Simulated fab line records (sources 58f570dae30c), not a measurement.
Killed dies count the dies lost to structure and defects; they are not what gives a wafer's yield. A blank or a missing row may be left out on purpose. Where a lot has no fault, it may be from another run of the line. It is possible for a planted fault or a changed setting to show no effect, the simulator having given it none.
fab line records    flow berkeley-cmos170
record: lots: 6  wafers: 18  last-day: 11
route steps=331 shown SDANNEAL@205 PSD@206 NSD@207 PLDD@208 NLDD@209 SILICIDE@210 CONTACT@216
lots that met no fault: from a run of the same line without faults
start-h: hours from the record's first day to the start of the lot's first wafer shown    wait-h: hours from the lot's prior step to this one    " identical to the entry in the row above    L1.1+2: several wafers, shown together as one row    - value missing, or start not given    * or withheld: withheld    < > ~ a bound
route shown NAME@n: NAME is a module with steps in the file, n the number in the route of the first one    usual: mean/standard deviation taken from wafers without a fault    same: alike in all rows    chamber/n: place in a boat    sites: the reading at each site    _std_site: standard deviation of those values    _edge_site: outer sites' mean less inner sites'    radius-mm: for every site, how far away it sits from the centre of the wafer    mask NAME#n: copy n    behind: the tool/chamber that last shaped the wafer    hold: the reason the lot was held/the length of the hold in hours/how it ended    device: transistor that didn't switch, given as n, p or np    end of line: the same wafers' tests at the end of the route    step lacking rows: just its recipe    killed: not the wafer's yield, but the dies lost to structure and defects at the first sort    map: a wafer's dies, marking killed ones x, the rest . and places with no die _
set.NAME: the setting the step ran with; set.NAME@STEP: the setting that earlier step ran with    model.NAME: the simulator's own value behind a step, which no gauge read
lots at some steps of the route; a table a step, a row a wafer
services: the hour from which a tool's chamber was out of use, counted from the record's first day as start-h (under 0 if before that day), plus the number of hours and why
== steps ==
step: UCB170_SDANNEAL_RTA_01
recipe: temp-c: 1050  time-s: 5  ambient: N2
step: UCB170_SDANNEAL_RS_MEAS_02
recipe: thk-meas-gauge: four-point-probe
usual: PSD_RS: 75.4/0.35
lot.wafer  tool           chamber  start-h  wait-h  PSD_RS[ohm/sq]
L149.3     film-metro-04  -        150.76   0.1     75.6
L149.5     "              -        "        "       74.9
L149.6     "              -        "        "       75.5
L150.4     film-metro-03  -        150.98   0.1     75.2
L150.5     "              -        "        "       75.6
L150.6     "              -        "        "       75.3
L160.1     film-metro-03  -        204.32   0.0     75.5
L160.2     "              -        "        "       75.5
L160.5     "              -        "        "       75.3
L161.1     film-metro-04  -        204.53   0.0     75.9
L161.5     "              -        "        "       75.7
L161.6     "              -        "        "       75.8
L165.1     film-metro-02  -        226.98   0.0     75.4
L165.2     "              -        "        "       75.2
L165.5     "              -        "        "       75.1
L166.3     film-metro-02  -        233.74   0.1     75.9
L166.5     "              -        "        "       75.6
L166.6     "              -        "        "       75.4
step: UCB170_SDANNEAL_RS_MEAS_03
recipe: thk-meas-gauge: four-point-probe
usual: NSD_RS: 37.21/0.092
lot.wafer  tool           chamber  start-h  wait-h  NSD_RS[ohm/sq]
L149.3     film-metro-04  -        150.88   0.1     37.26
L149.5     "              -        "        "       37.18
L149.6     "              -        "        "       37.24
L150.4     film-metro-03  -        151.10   0.1     37.23
L150.5     "              -        "        "       37.26
L150.6     "              -        "        "       37.20
L160.1     film-metro-03  -        204.44   0.1     37.31
L160.2     "              -        "        "       37.30
L160.5     "              -        "        "       37.27
L161.1     film-metro-04  -        204.65   0.1     37.10
L161.5     "              -        "        "       37.10
L161.6     "              -        "        "       37.16
L165.1     film-metro-02  -        227.10   0.1     37.41
L165.2     "              -        "        "       37.23
L165.5     "              -        "        "       37.31
L166.3     film-metro-02  -        233.86   0.1     37.28
L166.5     "              -        "        "       37.16
L166.6     "              -        "        "       37.29
step: UCB170_SDANNEAL_RS_MEAS_04
recipe: thk-meas-gauge: four-point-probe
usual: PLDD_RS: 1031.0/2.5
lot.wafer  tool           chamber  start-h  wait-h  PLDD_RS[ohm/sq]
L149.3     film-metro-04  -        151.00   0.1     1032.3
L149.5     "              -        "        "       1029.3
L149.6     "              -        "        "       1029.7
L150.4     film-metro-03  -        151.22   0.1     1028.6
L150.5     "              -        "        "       1025.7
L150.6     "              -        "        "       1026.3
L160.1     film-metro-03  -        204.56   0.1     1029.2
L160.2     "              -        "        "       1031.0
L160.5     "              -        "        "       1027.3
L161.1     film-metro-04  -        204.77   0.1     1028.4
L161.5     "              -        "        "       1028.9
L161.6     "              -        "        "       1030.4
L165.1     film-metro-02  -        227.22   0.1     1033.8
L165.2     "              -        "        "       1030.3
L165.5     "              -        "        "       1030.9
L166.3     film-metro-02  -        233.98   0.1     1029.7
L166.5     "              -        "        "       1033.6
L166.6     "              -        "        "       1033.6
step: UCB170_SDANNEAL_RS_MEAS_05
recipe: thk-meas-gauge: four-point-probe
usual: NLDD_RS: 615.8/1.5
lot.wafer  tool           chamber  start-h  wait-h  NLDD_RS[ohm/sq]
L149.3     film-metro-04  -        151.12   0.1     616.0
L149.5     "              -        "        "       616.5
L149.6     "              -        "        "       616.4
L150.4     film-metro-03  -        151.34   0.1     618.2
L150.5     "              -        "        "       616.6
L150.6     "              -        "        "       618.5
L160.1     film-metro-03  -        204.68   0.1     615.1
L160.2     "              -        "        "       613.9
L160.5     "              -        "        "       614.7
L161.1     film-metro-04  -        204.89   0.1     615.2
L161.5     "              -        "        "       616.4
L161.6     "              -        "        "       615.5
L165.1     film-metro-02  -        227.34   0.1     614.6
L165.2     "              -        "        "       615.9
L165.5     "              -        "        "       617.2
L166.3     film-metro-02  -        234.10   0.1     616.8
L166.5     "              -        "        "       615.7
L166.6     "              -        "        "       615.2
step: UCB170_SILICIDE_PRE_CLEAN_00
recipe: gas: Ar  preclean-etch-time-s: 60
step: UCB170_SILICIDE_SPUTTER_01
recipe: material: Ti  target-thk-nm: 30  time-s: 25  power-w: 1500  chamber-pressure-pa: 0.5
usual: throttle-valve-pct: 29.7/0.93
lot.wafer  tool            chamber  start-h  wait-h  throttle-valve-pct
L149.3     pvd-sputter-01  -        151.26   0.0     31.5
L149.5     "               -        "        "       28.4
L149.6     "               -        "        "       31.2
L150.4     pvd-sputter-04  -        151.46   0.0     31.3
L150.5     "               -        "        "       29.4
L150.6     "               -        "        "       29.7
L160.1     pvd-sputter-01  -        204.87   0.0     28.5
L160.2     "               -        "        "       31.0
L160.5     "               -        "        "       28.5
L161.1     pvd-sputter-02  -        205.08   0.0     29.3
L161.5     "               -        "        "       30.1
L161.6     "               -        "        "       30.2
L165.1     pvd-sputter-04  -        227.52   0.0     29.2
L165.2     "               -        "        "       31.6
L165.5     "               -        "        "       29.5
L166.3     pvd-sputter-02  -        234.24   0.0     29.3
L166.5     "               -        "        "       29.3
L166.6     "               -        "        "       29.1
step: UCB170_SILICIDE_RS_MEAS_02
recipe: thk-meas-gauge: four-point-probe  reads: Ti_of_SILICIDE_SPUTTER_01
usual: SILICIDE_TI_RS: 26.1/0.39
lot.wafer  tool           chamber  start-h  wait-h  SILICIDE_TI_RS[ohm/sq]
L149.3     film-metro-02  -        151.33   0.1     26.5
L149.5     "              -        "        "       26.2
L149.6     "              -        "        "       26.5
L150.4     film-metro-01  -        151.55   0.1     25.8
L150.5     "              -        "        "       25.8
L150.6     "              -        "        "       25.5
L160.1     film-metro-02  -        204.90   0.0     25.7
L160.2     "              -        "        "       25.8
L160.5     "              -        "        "       26.1
L161.1     film-metro-01  -        205.11   0.0     25.9
L161.5     "              -        "        "       26.4
L161.6     "              -        "        "       26.1
L165.1     film-metro-01  -        227.55   0.0     26.3
L165.2     "              -        "        "       26.3
L165.5     "              -        "        "       26.0
L166.3     film-metro-01  -        234.31   0.1     26.0
L166.5     "              -        "        "       25.7
L166.6     "              -        "        "       26.1
step: UCB170_SILICIDE_THK_MEAS_03
recipe: thk-meas-gauge: xrf  reads: Ti_of_SILICIDE_SPUTTER_01
usual: SILICIDE_TI_THK: 29.9/0.44
lot.wafer  tool           chamber  start-h  wait-h  SILICIDE_TI_THK[nm]
L149.3     film-metro-02  -        151.43   0.1     29.4
L149.5     "              -        "        "       29.7
L149.6     "              -        "        "       29.4
L150.4     film-metro-01  -        151.64   0.1     30.2
L150.5     "              -        "        "       30.4
L150.6     "              -        "        "       30.5
L160.1     film-metro-02  -        205.02   0.1     30.3
L160.2     "              -        "        "       30.2
L160.5     "              -        "        "       29.9
L161.1     film-metro-01  -        205.23   0.1     30.1
L161.5     "              -        "        "       29.7
L161.6     "              -        "        "       30.0
L165.1     film-metro-01  -        227.67   0.1     29.9
L165.2     "              -        "        "       30.0
L165.5     "              -        "        "       30.2
L166.3     film-metro-01  -        234.41   0.1     30.4
L166.5     "              -        "        "       30.6
L166.6     "              -        "        "       30.2
step: UCB170_SILICIDE_RTA_04
recipe: temp-c: 650  time-s: 15  ambient: N2
usual: lamp-power-pct: 10.6/0.97  wafer_temp_C_max: 652.7/0.68
lot.wafer  tool           chamber  start-h  wait-h  lamp-power-pct  wafer_temp_C_max
L149.3     rtp-anneal-02  0        151.50   0.1     9.7             652.6
L149.5     "              0        "        "       9.7             652.1
L149.6     "              0        "        "       9.7             652.3
L150.4     rtp-anneal-01  0        151.71   0.1     11.6            653.7
L150.5     "              0        "        "       11.6            652.4
L150.6     "              0        "        "       11.6            652.1
L160.1     rtp-anneal-01  0        205.08   0.1     11.6            653.7
L160.2     "              0        "        "       11.6            653.0
L160.5     "              0        "        "       11.6            652.5
L161.1     rtp-anneal-02  0        205.29   0.1     9.7             651.9
L161.5     "              0        "        "       9.6             652.2
L161.6     "              0        "        "       9.7             652.2
L165.1     rtp-anneal-02  0        227.73   0.1     9.7             653.5
L165.2     "              0        "        "       9.7             651.7
L165.5     "              0        "        "       9.7             652.1
L166.3     rtp-anneal-02  0        234.48   0.1     9.7             652.5
L166.5     "              0        "        "       9.7             651.5
L166.6     "              0        "        "       9.7             651.6
step: UCB170_SILICIDE_WET_ETCH_05
recipe: chemistry: SPM  time-s: 45  temp-c: 120  target: Ti
step: UCB170_CONTACT_CLEAN_00
recipe: chemistry: SPM  temp-c: 120  time-s: 600
step: UCB170_CONTACT_CVD_01
recipe: material: PSG  target-thk-nm: 700  temp-c: 450  precursor: SiH4/O2/PH3  time-s: 2820  pressure-mtorr: 300  sih4-flow-sccm: 60  o2-flow-sccm: 90  ph3-flow-sccm: 25
usual: o2-flow-sccm: 89.96/0.25  sih4-flow-sccm: 59.98/0.17  susceptor-temp-C: 449.95/0.21
lot.wafer  tool      chamber  start-h  wait-h  o2-flow-sccm  sih4-flow-sccm  susceptor-temp-C  model.PSG_of_CONTACT_CVD_01.thk-nm
L149.3     lpcvd-01  0        151.75   0.0     90.30         60.05           449.86            699.7
L149.5     "         0        "        "       90.21         59.94           449.87            698.9
L149.6     "         0        "        "       90.09         59.93           450.07            700.1
L150.4     lpcvd-02  1        153.18   1.2     90.07         59.82           450.06            694.2
L150.5     "         1        "        "       90.49         59.91           450.03            700
L150.6     "         1        "        "       89.73         60.23           450.14            699.6
L160.1     lpcvd-01  1        205.35   0.0     134.92        59.64           449.97            887.4
L160.2     "         1        "        "       134.66        59.94           450.00            883.6
L160.5     "         1        "        "       134.97        60.19           450.05            889.6
L161.1     lpcvd-01  0        207.14   1.6     135.00        60.31           449.92            879.5
L161.5     "         0        "        "       134.86        60.00           449.66            876.5
L161.6     "         0        "        "       134.60        60.07           449.92            878.3
L165.1     lpcvd-02  0        228.02   0.0     89.77         60.33           450.14            674.3
L165.2     "         0        "        "       89.72         60.34           449.73            677.2
L165.5     "         0        "        "       89.69         60.18           450.41            680.8
L166.3     lpcvd-02  1        234.74   0.0     89.75         60.18           450.42            698.1
L166.5     "         1        "        "       89.65         59.95           449.96            697.1
L166.6     "         1        "        "       90.32         59.91           450.18            690.4
step: UCB170_CONTACT_THK_MEAS_02
recipe: reads: PSG_of_CONTACT_CVD_01
usual: CONTACT_PSG_THK: 697/7.9
lot.wafer  tool           chamber  start-h  wait-h  CONTACT_PSG_THK[nm]
L149.3     film-metro-04  -        153.55   0.0     700
L149.5     "              -        "        "       699
L149.6     "              -        "        "       699
L150.4     film-metro-04  -        155.00   0.0     694
L150.5     "              -        "        "       700
L150.6     "              -        "        "       699
L160.1     film-metro-01  -        207.14   0.0     887
L160.2     "              -        "        "       884
L160.5     "              -        "        "       889
L161.1     film-metro-04  -        208.92   0.0     879
L161.5     "              -        "        "       876
L161.6     "              -        "        "       878
L165.1     film-metro-01  -        229.81   0.0     674
L165.2     "              -        "        "       677
L165.5     "              -        "        "       681
L166.3     film-metro-01  -        236.55   0.0     698
L166.5     "              -        "        "       697
L166.6     "              -        "        "       691
step: UCB170_CONTACT_HMDS_03
recipe: prime-time-s: 60  prime-temp-c: 100
step: UCB170_CONTACT_COAT_04
recipe: resist: KrF  spin-rpm: 1500  resist-thk-nm: 900
step: UCB170_CONTACT_SOFTBAKE_05
recipe: resist: KrF  temp-c: 130  time-s: 60
step: UCB170_CONTACT_STRIP_06
recipe: chemistry: O2  power-w: 400  pressure-mtorr: 3500  platen-temp-c: withheld  o2-flow-sccm: 400  overash-fraction: 0.5
step: UCB170_CONTACT_CLEAN_07
recipe: chemistry: SPM  temp-c: 120  time-s: 600
step: UCB170_CONTACT_RTA_08
recipe: temp-c: 900  time-s: 10  ambient: N2
usual: lamp-power-pct: 24.8/2.3  wafer_temp_C_max: 903.8/0.78
lot.wafer  tool           chamber  start-h  wait-h  lamp-power-pct  wafer_temp_C_max
L149.3     rtp-anneal-01  0        154.62   0.0     27.1            904.0
L149.5     "              0        "        "       27.1            903.6
L149.6     "              0        "        "       27.1            903.7
L150.4     rtp-anneal-02  0        155.79   0.0     22.5            902.9
L150.5     "              0        "        "       22.6            904.0
L150.6     "              0        "        "       22.5            903.1
L160.1     rtp-anneal-01  0        207.92   0.0     27.1            903.7
L160.2     "              0        "        "       27.0            903.5
L160.5     "              0        "        "       27.1            904.4
L161.1     rtp-anneal-02  0        209.72   0.0     22.5            903.9
L161.5     "              0        "        "       22.5            903.5
L161.6     "              0        "        "       22.5            903.8
L165.1     rtp-anneal-01  0        230.63   0.0     27.0            902.9
L165.2     "              0        "        "       27.1            903.2
L165.5     "              0        "        "       27.1            903.5
L166.3     rtp-anneal-02  0        237.35   0.0     22.6            903.2
L166.5     "              0        "        "       22.5            903.4
L166.6     "              0        "        "       22.6            903.8
step: UCB170_CONTACT_COAT_09
recipe: resist: BARC  temp-c: withheld  time-s: withheld  spin-rpm: 3000  resist-thk-nm: withheld
step: UCB170_CONTACT_COAT_10
recipe: resist: KrF  spin-rpm: 1500  resist-thk-nm: 900
step: UCB170_CONTACT_SOFTBAKE_11
recipe: resist: KrF  temp-c: 130  time-s: 60
step: UCB170_CONTACT_EXPOSE_12
recipe: mask-id: CONT  target-cd-nm: 700  na: 0.5  sigma-outer: 0.6  source-shape: conventional  dose-mj: 35
step: UCB170_CONTACT_PEB_13
recipe: peb-temp-c: 130  peb-time-s: withheld  resist: KrF
step: UCB170_CONTACT_DEVELOP_14
recipe: developer: TMAH  develop-time-s: 45  resist: KrF  dev-temp-c: 21
step: UCB170_CONTACT_CD_MEAS_15
recipe: target-cd-nm: 700
usual: cd-nm: 699.9/1.3
lot.wafer  tool       chamber  start-h  wait-h  cd-nm
L149.3     cd-sem-02  -        155.77   -       700.1
L149.5     "          -        "        "       700.3
L149.6     "          -        "        "       701.1
L150.4     cd-sem-02  -        156.85   -       700.3
L150.5     "          -        "        "       699.7
L150.6     "          -        "        "       700.0
L160.1     cd-sem-02  -        208.83   -       697.9
L160.2     "          -        "        "       697.8
L160.5     "          -        "        "       699.6
L161.1     cd-sem-01  -        210.76   -       701.4
L161.5     "          -        "        "       701.0
L161.6     "          -        "        "       700.1
L165.1     cd-sem-02  -        231.82   -       700.7
L165.2     "          -        "        "       701.0
L165.5     "          -        "        "       702.1
L166.3     cd-sem-01  -        238.61   -       699.2
L166.5     "          -        "        "       699.0
L166.6     "          -        "        "       698.9
step: UCB170_CONTACT_OVL_MEAS_16
usual: CONTACT_OVL: 2/5
lot.wafer  tool        chamber  start-h  wait-h  CONTACT_OVL[nm]
L149.3     overlay-02  -        155.86   0.1     3
L149.5     "           -        "        "       -2
L149.6     "           -        "        "       -1
L150.4     overlay-01  -        156.92   0.1     -2
L150.5     "           -        "        "       4
L150.6     "           -        "        "       -4
L160.1     overlay-01  -        208.95   0.1     -2
L160.2     "           -        "        "       1
L160.5     "           -        "        "       0
L161.1     overlay-01  -        210.88   0.1     1
L161.5     "           -        "        "       -3
L161.6     "           -        "        "       -8
L165.1     overlay-02  -        231.94   0.1     -4
L165.2     "           -        "        "       -1
L165.5     "           -        "        "       0
L166.3     overlay-02  -        238.70   0.1     9
L166.5     "           -        "        "       3
L166.6     "           -        "        "       10
step: UCB170_CONTACT_ETCH_17
recipe: chemistry: N2/H2  target-depth-a: withheld  overetch-a: withheld  target: BARC  time-s: withheld  source-w: 500  bias-w: 100  pressure-mtorr: 30  n2-flow-sccm: 100  h2-flow-sccm: 200
usual: drypump-motor-current-A: 5.9/0.46  oes-product-au: 0.995/0.018  throttle-valve-pct: 13.28/0.2
lot.wafer  tool         chamber  start-h  wait-h  drypump-motor-current-A  oes-product-au  throttle-valve-pct
L149.3     rie-diel-01  3        155.89   0.0     6.2                      1.025           13.29
L149.5     "            3        "        "       6.2                      1.022           13.29
L149.6     "            0        "        "       6.3                      0.962           13.54
L150.4     rie-diel-03  0        156.96   0.0     6.4                      0.993           13.21
L150.5     "            3        "        "       5.9                      1.004           13.16
L150.6     "            2        "        "       5.4                      0.965           13.63
L160.1     rie-diel-04  1        208.99   0.0     5.9                      0.981           13.00
L160.2     "            3        "        "       6.2                      0.993           13.31
L160.5     "            2        "        "       5.1                      1.007           13.30
L161.1     rie-diel-01  2        210.91   0.0     6.5                      1.011           13.17
L161.5     "            1        "        "       5.1                      0.988           13.49
L161.6     "            0        "        "       6.3                      0.977           13.55
L165.1     rie-diel-03  2        231.98   0.0     5.4                      0.971           13.63
L165.2     "            3        "        "       5.9                      1.012           13.16
L165.5     "            1        "        "       5.6                      0.997           13.15
L166.3     rie-diel-04  2        238.72   0.0     5.1                      0.998           13.31
L166.5     "            1        "        "       5.9                      0.977           12.99
L166.6     "            0        "        "       6.1                      1.005           13.01
step: UCB170_CONTACT_ETCH_18
recipe: chemistry: CHF3/CF4/Ar  target: PSG  stop-on: TiSi2  CHF3_flow_sccm: 45  cf4-flow-sccm: 15  Ar_flow_sccm: 150  pressure-mtorr: 200  rf-w: 700  target-depth-a: 8400  over-etch-frac: 0.2  time-s: 195
usual: cf4-flow-sccm: 15.00/0.047  drypump-motor-current-A: 5.9/0.46  oes-product-au: 0.889/0.015  throttle-valve-pct: 6.90/0.14
lot.wafer  tool         chamber  start-h  wait-h  cf4-flow-sccm  drypump-motor-current-A  oes-product-au  rf-hours-counter-h  throttle-valve-pct  model.CONTACT.feature-depth-nm  model.etch.depth-nm
L149.3     rie-diel-01  3        -        -       14.99          6.2                      0.919           20                  6.85                699.7                           699.7
L149.5     "            3        "        "       14.99          6.2                      0.907           -                   6.85                698.9                           698.9
L149.6     "            0        "        "       14.96          6.3                      0.876           -                   7.08                700.1                           700.1
L150.4     rie-diel-03  0        -        -       15.04          6.4                      0.905           -                   6.88                694.2                           694.2
L150.5     "            3        "        "       14.97          5.9                      0.905           -                   6.82                700                             700
L150.6     "            2        "        "       15.03          5.4                      0.880           -                   7.21                699.6                           699.6
L160.1     rie-diel-04  1        -        -       14.97          5.8                      0.985           62                  6.76                842                             842
L160.2     "            3        "        "       15.03          6.2                      0.995           14                  7.00                842.5                           842.5
L160.5     "            2        "        "       14.94          5.1                      1.011           -                   6.81                837.7                           837.7
L161.1     rie-diel-01  2        -        -       14.95          6.5                      1.006           55                  6.87                844.2                           844.2
L161.5     "            1        "        "       14.98          5.1                      0.984           -                   6.96                813.2                           813.2
L161.6     "            0        "        "       14.99          6.3                      0.971           -                   7.07                828.9                           828.9
L165.1     rie-diel-03  2        -        -       15.12          5.4                      0.858           63                  7.23                674.3                           674.3
L165.2     "            3        "        "       15.00          5.9                      0.881           4                   6.83                677.2                           677.2
L165.5     "            1        "        "       14.98          5.5                      0.875           -                   6.76                680.8                           680.8
L166.3     rie-diel-04  2        -        -       15.03          5.1                      0.904           24                  6.83                698.1                           698.1
L166.5     "            1        "        "       14.98          5.8                      0.890           -                   6.75                697.1                           697.1
L166.6     "            0        "        "       15.05          6.1                      0.882           -                   6.77                690.4                           690.4
step: UCB170_CONTACT_STRIP_19
recipe: chemistry: O2  power-w: 400  pressure-mtorr: 3500  platen-temp-c: withheld  o2-flow-sccm: 400  overash-fraction: 0.5
usual: drypump-motor-current-A: 5.8/0.55  o2-flow-sccm: 400.1/1.2  oes-product-au: 0.725/0.0045
lot.wafer  tool             chamber  start-h  wait-h  drypump-motor-current-A  o2-flow-sccm  oes-product-au  rf-hours-counter-h
L149.3     plasma-asher-02  0        156.09   -       6.0                      402.4         0.720           -
L149.5     "                0        "        "       6.0                      402.2         0.715           -
L149.6     "                1        "        "       5.6                      400.4         0.725           -
L150.4     plasma-asher-03  0        157.14   -       5.1                      399.6         0.721           -
L150.5     "                0        "        "       5.1                      400.6         0.733           -
L150.6     "                1        "        "       6.7                      400.4         0.728           -
L160.1     plasma-asher-03  0        209.15   -       5.2                      400.3         0.720           50
L160.2     "                1        "        "       6.7                      400.2         0.730           50
L160.5     "                1        "        "       6.7                      400.0         0.729           -
L161.1     plasma-asher-03  0        211.08   -       5.1                      400.1         0.726           51
L161.5     "                0        "        "       5.1                      400.2         0.729           -
L161.6     "                1        "        "       6.7                      401.8         0.722           -
L165.1     plasma-asher-02  0        232.15   -       6.0                      398.8         0.733           43
L165.2     "                1        "        "       5.6                      400.0         0.733           43
L165.5     "                0        "        "       6.0                      399.2         0.727           -
L166.3     plasma-asher-02  1        238.92   -       5.5                      399.7         0.720           -
L166.5     "                1        "        "       5.5                      401.5         0.732           -
L166.6     "                0        "        "       6.0                      399.5         0.728           -
== services ==
tool             chamber  start-h  hours  kind
plasma-asher-02  -        128.38   2.2    repair
rie-diel-03      3        129.48   -      clean
rie-diel-03      3        129.48   26.2   scheduled-down
rie-diel-03      3        129.48   26.2   vent-cycle
plasma-asher-02  -        134.88   3.7    repair
rie-diel-03      1        154.02   4.5    repair
rie-diel-01      1        154.12   6.7    repair
rie-diel-01      -        167.49   1.5    repair
pvd-sputter-04   -        174.67   6.0    repair
pvd-sputter-01   -        184.36   3.4    repair
pvd-sputter-04   -        196.77   3.2    repair
rie-diel-04      -        217.06   2.8    pm
lpcvd-02         -        217.72   6.0    pm
rie-diel-03      -        236.88   1.1    repair
== key ==
first-sign: step: UCB170_CONTACT_CVD_01  reading: o2-flow-sccm  direction: up  sigmas: 99+  usual: 89.96  struck: 134.83
effect: step: UCB170_CONTACT_THK_MEAS_02  reading: CONTACT_PSG_THK  direction: up  sigmas: 23  usual: 697  struck: 882
effect: step: UCB170_CONTACT_ETCH_18  reading: oes-product-au  direction: up  sigmas: 7  usual: 0.889  struck: 0.992  through: control-loop
model-effect: step: UCB170_CONTACT_CVD_01  value: PSG_of_CONTACT_CVD_01.thk-nm  without: 702.5  struck: 882.5
model-effect: step: UCB170_CONTACT_ETCH_18  value: CONTACT.feature-depth-nm  without: 702.5  struck: 834.8
met-at UCB170_CONTACT_CVD_01
struck-wafers L160.1,L160.2,L160.5,L161.1,L161.5,L161.6
later-rows-left-out L160.1,L160.2,L160.5,L161.1,L161.5,L161.6
sort-left-out L160.1,L160.2,L160.5,L161.1,L161.5,L161.6
tester-left-out L160,L161
loop-trim: step: UCB170_CONTACT_EXPOSE_12  setting: dose  lots: L161
onset-between 151.75 205.35
fault: kind: process-parameter-drift  tool: lpcvd-01  chamber: -  onset-h: 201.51  steps: UCB170_CONTACT_CVD_01  channel: o2-flow-sccm  offset: 45  shape: step  end-h: 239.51  stated: 90
tester-left-out: of these lots the tester's yield and bins aren't shown, on N5 and GAA mostly nor the transistor test; their killed dies are dies lost to structure and defects alone, not to doping, threshold or leakage, so they don't give the yield
sort-left-out: the simulated sort isn't trusted on such a fault, so these wafers' sort isn't shown, and their yield isn't known
later-rows-left-out: the simulator's readings of these wafers behind a module that went badly wrong aren't trusted and aren't shown, but for the sort
loop-trim: a control loop set the setting to another value than it would have without faults
